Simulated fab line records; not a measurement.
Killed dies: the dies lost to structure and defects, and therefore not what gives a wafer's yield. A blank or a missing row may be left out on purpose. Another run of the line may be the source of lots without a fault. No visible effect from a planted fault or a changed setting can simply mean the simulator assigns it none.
Matching of chambers || flow berkeley-cmos170 || rie-diel-03 running UCB170_ZERO_ETCH_06: 4 sister chambers
The step etches SiO2 in CHF3/CF4/Ar, time 12 s. 16 wafers are shown with their chamber, then 8 later ones without.

EACH WAFER AND ITS CHAMBER
{"wafer": "L721.2", "chamber": 1, "throttle-valve-pct (%)": 9.20, "oes-product-au (a.u.)": 0.604, "chamber-pressure-mTorr (mTorr)": 99.87}
{"wafer": "L721.3", "chamber": 0, "throttle-valve-pct (%)": 9.11, "oes-product-au (a.u.)": 0.631, "chamber-pressure-mTorr (mTorr)": 99.95}
{"wafer": "L721.5", "chamber": 0, "throttle-valve-pct (%)": 9.10, "oes-product-au (a.u.)": 0.638, "chamber-pressure-mTorr (mTorr)": 100.00}
{"wafer": "L725.3", "chamber": 1, "throttle-valve-pct (%)": 9.21, "oes-product-au (a.u.)": 0.605, "chamber-pressure-mTorr (mTorr)": 100.07}
{"wafer": "L725.4", "chamber": 3, "throttle-valve-pct (%)": 9.06, "oes-product-au (a.u.)": 0.614, "chamber-pressure-mTorr (mTorr)": 100.13}
{"wafer": "L725.5", "chamber": 0, "throttle-valve-pct (%)": 9.10, "oes-product-au (a.u.)": 0.639, "chamber-pressure-mTorr (mTorr)": 99.89}
{"wafer": "L726.2", "chamber": 0, "throttle-valve-pct (%)": 9.13, "oes-product-au (a.u.)": 0.638, "chamber-pressure-mTorr (mTorr)": 99.96}
{"wafer": "L726.3", "chamber": 3, "throttle-valve-pct (%)": 9.05, "oes-product-au (a.u.)": 0.615, "chamber-pressure-mTorr (mTorr)": 100.21}
{"wafer": "L726.6", "chamber": 3, "throttle-valve-pct (%)": 9.04, "oes-product-au (a.u.)": 0.618, "chamber-pressure-mTorr (mTorr)": 99.93}
{"wafer": "L731.2", "chamber": 1, "throttle-valve-pct (%)": 9.21, "oes-product-au (a.u.)": 0.600, "chamber-pressure-mTorr (mTorr)": 99.85}
{"wafer": "L731.4", "chamber": 3, "throttle-valve-pct (%)": 9.06, "oes-product-au (a.u.)": 0.616, "chamber-pressure-mTorr (mTorr)": 99.92}
{"wafer": "L731.5", "chamber": 3, "throttle-valve-pct (%)": 9.05, "oes-product-au (a.u.)": 0.618, "chamber-pressure-mTorr (mTorr)": 99.91}
{"wafer": "L733.1", "chamber": 2, "throttle-valve-pct (%)": 9.25, "oes-product-au (a.u.)": 0.626, "chamber-pressure-mTorr (mTorr)": 99.95}
{"wafer": "L733.2", "chamber": 0, "throttle-valve-pct (%)": 9.12, "oes-product-au (a.u.)": 0.634, "chamber-pressure-mTorr (mTorr)": 99.96}
{"wafer": "L733.5", "chamber": 2, "throttle-valve-pct (%)": 9.26, "oes-product-au (a.u.)": 0.625, "chamber-pressure-mTorr (mTorr)": 100.10}
{"wafer": "L735.1", "chamber": 1, "throttle-valve-pct (%)": 9.22, "oes-product-au (a.u.)": 0.608, "chamber-pressure-mTorr (mTorr)": 99.96}

SIGNATURES (means of the wafers above)
{"reading": "throttle-valve-pct", "chamber 0": 9.1120, "chamber 1": 9.2100, "chamber 2": 9.2550, "chamber 3": 9.0520, "scatter within a chamber": 0.01}
{"reading": "oes-product-au", "chamber 0": 0.63600, "chamber 1": 0.60425, "chamber 2": 0.62550, "chamber 3": 0.61620, "scatter within a chamber": 0.00277}
{"reading": "chamber-pressure-mTorr", "chamber 0": 99.9520, "chamber 1": 99.9375, "chamber 2": 100.0250, "chamber 3": 100.0200, "scatter within a chamber": 0.103}
Rule: for each reading, subtract the chamber's mean from the wafer's reading, divide by that reading's scatter and square the result; add these up over the readings and take the root, which gives the wafer's distance from the chamber. If the next closest chamber is less than 2 further off than the closest, the wafer can't be placed; otherwise it belongs to the closest. How the scatter is found: for the shown wafers, subtract from each reading the mean of its chamber, square and add these, divide the total by (wafers less chambers), then take the root.

WAFERS MISSING THEIR CHAMBER
{"wafer": "L735.3", "throttle-valve-pct (%)": 9.06, "oes-product-au (a.u.)": 0.622, "chamber-pressure-mTorr (mTorr)": 100.10}
{"wafer": "L735.6", "throttle-valve-pct (%)": 9.06, "oes-product-au (a.u.)": 0.612, "chamber-pressure-mTorr (mTorr)": 100.02}
{"wafer": "L738.2", "throttle-valve-pct (%)": 9.23, "oes-product-au (a.u.)": 0.602, "chamber-pressure-mTorr (mTorr)": 100.07}
{"wafer": "L738.3", "throttle-valve-pct (%)": 9.25, "oes-product-au (a.u.)": 0.612, "chamber-pressure-mTorr (mTorr)": 100.00}
{"wafer": "L738.4", "throttle-valve-pct (%)": 9.10, "oes-product-au (a.u.)": 0.633, "chamber-pressure-mTorr (mTorr)": 99.88}
{"wafer": "L739.3", "throttle-valve-pct (%)": 9.26, "oes-product-au (a.u.)": 0.621, "chamber-pressure-mTorr (mTorr)": 100.10}
{"wafer": "L739.4", "throttle-valve-pct (%)": 9.03, "oes-product-au (a.u.)": 0.615, "chamber-pressure-mTorr (mTorr)": 100.11}
{"wafer": "L739.5", "throttle-valve-pct (%)": 9.25, "oes-product-au (a.u.)": 0.620, "chamber-pressure-mTorr (mTorr)": 100.20}

WHICH CHAMBER EACH WENT THROUGH
{"wafer": "L735.3", "from the rows above": 3, "in truth": 3}
{"wafer": "L735.6", "from the rows above": 3, "in truth": 3}
{"wafer": "L738.2", "from the rows above": 1, "in truth": 1}
{"wafer": "L738.3", "from the rows above": "can't be placed: 2 or 1", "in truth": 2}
{"wafer": "L738.4", "from the rows above": 0, "in truth": 0}
{"wafer": "L739.3", "from the rows above": 2, "in truth": 2}
{"wafer": "L739.4", "from the rows above": 3, "in truth": 3}
{"wafer": "L739.5", "from the rows above": 2, "in truth": 2}
Placed correctly: 7 of 8. Unplaceable from these rows: 1, with the true chamber sitting among the candidates in 1. Placed wrongly: 0.
